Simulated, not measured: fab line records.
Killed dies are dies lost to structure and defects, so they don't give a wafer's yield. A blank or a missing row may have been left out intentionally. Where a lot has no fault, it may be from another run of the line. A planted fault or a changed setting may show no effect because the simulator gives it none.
A struck lot beside a sound one | flow rit-cmos | 33 out of 202 route steps
Sound: wafers L538.1, L538.2, L538.6. The struck wafers were L543.1, L543.3, L543.4. At the end, the cause is stated.
Each step with rows lists, per side, the tool, then ch with its chambers, then its first start. Under that, the readings that differ: sound wafers | struck wafers | difference of the means | sigmas: that difference in standard deviations of wafers without a fault.
alike: a reading whose means differ by less than 2 such deviations, as well as words and numbers matching on both sides. not compared: withheld readings; readings where some wafer has no value; bounds like >300 that might hide an equal value; numbers whose values overlap and for which the record gives no deviation.
The two part at a step that has a row with sigmas, a row that says differs or no value, or rows on one side only. Numbers that don't overlap but have no deviation are shown without sigmas and don't part them. Lack of a reading on every wafer of one side parts them only where that side has two or more wafers.

RIT_NRETRO_TW_MEAS_10:
  sound: film-metro-02 at day 3 04:04; struck: film-metro-04 at day 4 04:25
  alike: NRETRO_TW
then, 6 steps without rows for these wafers: RIT_PRETRO_HMDS_00 (prime time 60 s); RIT_PRETRO_COAT_01 (resist thk 1300 nm); RIT_PRETRO_SOFTBAKE_02 (time 60 s); RIT_PRETRO_EXPOSE_03 (exposes mask M5, target cd 43700 nm); RIT_PRETRO_PEB_04; RIT_PRETRO_DEVELOP_05 (develop time 68 s).
RIT_PRETRO_OVL_MEAS_06:
  sound: overlay-01 at day 3 05:00; struck: overlay-02 at day 4 05:22
  alike: PRETRO_OVL
then, 2 steps without rows for these wafers: RIT_PRETRO_HARDBAKE_07 (time 120 s); RIT_PRETRO_IMPLANT_08.
RIT_PRETRO_STRIP_09: strips in O2, time 180 s.
  sound on plasma-asher-04 ch 0,1, day 3 05:26; struck on plasma-asher-04 ch 0,1, day 4 05:47
  alike: drypump-motor-current-A
  not compared: rf-hours-counter-h
RIT_PRETRO_TW_MEAS_10:
  sound: film-metro-03 at day 3 05:37; struck: film-metro-02 at day 4 05:58
  alike: PRETRO_TW
RIT_GATE_WET_ETCH_00: etches SiO2 in BOE, target depth 56 nm, time 60 s.
  sound on wet-bench-04 ch 3, day 3 05:40; struck on wet-bench-01 ch 0, day 4 06:02
  no value came back on the struck wafers for bath-heat-duty-pct (%), run-length-s (s); on the sound wafers bath-heat-duty-pct (%) reads 1.8 2.1 2.1
  reading                                       | sound           | struck            | difference | sigmas
  model.SiO2_of_FOX2_OXIDATION_00.thk-nm (nm)   | 257 264.3 260.4 | 320.8 319 321.9   | +60.0      |
  model.SiO2_of_ACTIVE_OXIDATION_01.thk-nm (nm) | 0 0 0           | 40.18 39.94 39.37 | +39.83     |
then, 4 steps without rows for these wafers: RIT_GATE_CLEAN_01 (cleans in SC1, time 600 s); RIT_GATE_CLEAN_02 (cleans in dHF, time 30 s); RIT_GATE_CLEAN_03 (cleans in SC2, time 600 s); RIT_GATE_CLEAN_04 (cleans in dHF, time 61.66 s).
RIT_FOX2_THK_MEAS_91:
  sound: film-metro-03 at day 3 06:07; struck: film-metro-01 at day 4 06:27
  reading                     | sound       | struck      | difference | sigmas
  FIELD_OXIDE_LEFT_2_THK (nm) | 245 252 248 | 309 307 310 | +60        | +9
then, 9 steps without rows for these wafers: RIT_GATE_OXIDATION_05 (target thk 3 nm, ox time 270 s); RIT_GATE_ANNEAL_06 (time 600 s); RIT_GATE_CVD_08 (deposits poly-Si from SiH4, target thk 250 nm, time 2220 s); RIT_GATE_HMDS_10 (prime time 60 s); RIT_GATE_COAT_11 (resist thk 850 nm); RIT_GATE_SOFTBAKE_12 (time 60 s); RIT_GATE_EXPOSE_13 (exposes mask M6, target cd 150 nm); RIT_GATE_PEB_14; RIT_GATE_DEVELOP_15 (develop time 50 s).
RIT_GATE_CD_MEAS_16: the cd target is 150 nm.
  sound: cd-sem-01 at day 3 14:43; struck: cd-sem-01 at day 4 11:02
  alike: cd-nm
RIT_GATE_OVL_MEAS_17:
  sound: overlay-01 at day 3 14:50; struck: overlay-01 at day 4 11:10
  alike: GATE_OVL
then, 1 step without rows for these wafers: RIT_GATE_HARDBAKE_18 (time 60 s).
RIT_GATE_ETCH_19: etches poly-Si in SF6/CHF3/O2, stops on SiO2, time 165 s, target depth 312.5 nm.
  sound on rie-si-01 ch 0,1,3, day 3 15:01; struck on rie-si-02 ch 0,2, day 4 11:21
  reading                                     | sound             | struck            | difference | sigmas
  oes-product-au (a.u.)                       | 0.859 0.846 0.849 | 0.830 0.839 0.831 | -0.018     | -2
  model.SiO2_of_FOX2_OXIDATION_00.thk-nm (nm) | 233.8 241.5 237.4 | 297.6 295.5 298.3 | +59.6      |
  alike: CHF3_flow_sccm, O2_flow_sccm, drypump-motor-current-A, throttle-valve-pct
  not compared: rf-hours-counter-h
RIT_GATE_STRIP_20: strips in O2, time 180 s.
  sound on plasma-asher-03 ch 0,1, day 3 15:08; struck on plasma-asher-03 ch 0,1, day 4 11:28
  alike: drypump-motor-current-A
  not compared: rf-hours-counter-h
RIT_M1_PROBE_99:
  sound: prober-02 at day 4 10:39; struck: prober-01 at day 5 09:28
  reading             | sound   | struck      | difference | sigmas
  killed-at-front-end | 12 7 14 | 264 264 264 | +253       | +82
  killed-dies         | 12 7 14 | 264 264 264 | +253       | +82
  killed-on-rim       | 3 1 2   | 70 70 70    | +68        | +49
  alike: killed-at-contacts, killed-open, killed-short

== WHERE THEY PART ==
At RIT_GATE_WET_ETCH_00 first; at RIT_M1_PROBE_99 last (within this record only).

WHY: the cause the simulator had injected
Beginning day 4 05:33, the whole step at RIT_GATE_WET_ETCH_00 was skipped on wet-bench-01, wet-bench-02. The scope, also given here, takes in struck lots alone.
